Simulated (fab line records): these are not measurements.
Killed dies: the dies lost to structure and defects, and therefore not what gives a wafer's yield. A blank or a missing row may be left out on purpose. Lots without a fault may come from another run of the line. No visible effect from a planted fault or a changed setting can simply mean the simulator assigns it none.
The tool behind it: which one? + flow berkeley_cmos170 + Sampling: 7 lots, 21 wafers, 2 of 331 route steps

== WHAT THE GAUGES READ, wafer by wafer ==
UCB170_SDANNEAL_RS_MEAS_03: the measuring method here is four-point-probe.
| lot  | measured     | on            | NSD_RS (ohm/sq)   |
|------|--------------|---------------|-------------------|
| L538 | day 8 02:26  | film_metro-03 | 37.13 37.13 37.14 |
| L542 | day 8 09:20  | film_metro-01 | 37.02 36.99 37.00 |
| L543 | day 9 05:31  | film_metro-01 | 37.12 37.12 37.07 |
| L545 | day 9 05:44  | film_metro-02 | 37.07 37.02 37.04 |
| L550 | day 10 05:37 | film_metro-03 | 37.12 37.17 37.15 |
| L555 | day 11 15:50 | film_metro-02 | 37.08 37.11 37.04 |
| L560 | day 12 22:25 | film_metro-02 | 37.14 37.06 37.22 |

== WHAT TOOL EACH LOT RAN ON (gives the tool, then ch and the chambers of the sampled wafers, and finally the start) ==
| lot  | UCB170_NVT_STRIP_08                  |
|------|--------------------------------------|
| L538 | plasma_asher-03 ch 0,1, day 6 15:21  |
| L542 | plasma_asher-03 ch 0,1, day 7 03:33  |
| L543 | plasma_asher-02 ch 0,1, day 7 18:14  |
| L545 | plasma_asher-03 ch 0,1, day 7 18:42  |
| L550 | plasma_asher-03 ch 0,1, day 8 21:07  |
| L555 | plasma_asher-02 ch 0,1, day 10 03:01 |
| L560 | plasma_asher-03 ch 0,1, day 11 06:13 |
- UCB170_NVT_STRIP_08: strips in O2.

== THE ANSWER, worked out from the rows above alone ==
Rule: usual is defined by the lots themselves. Put in order of their means at a reading, lots are off if they are a third of the lots or fewer, leave a main group of 4 or more, and stand apart from it by a gap of 3 or more times the standard deviation of the main group's means; of several such gaps the widest counts. A main group whose means are all the same, to the digits that the tables above print for the reading, isn't used. A lot without any number at a reading at which 4 lots or more have one is off too. The other lots that the step has rows for count as sound.
None of the lots is off at any reading shown; this tells nothing.

== WHAT THE SIMULATOR HAD INSERTED ==
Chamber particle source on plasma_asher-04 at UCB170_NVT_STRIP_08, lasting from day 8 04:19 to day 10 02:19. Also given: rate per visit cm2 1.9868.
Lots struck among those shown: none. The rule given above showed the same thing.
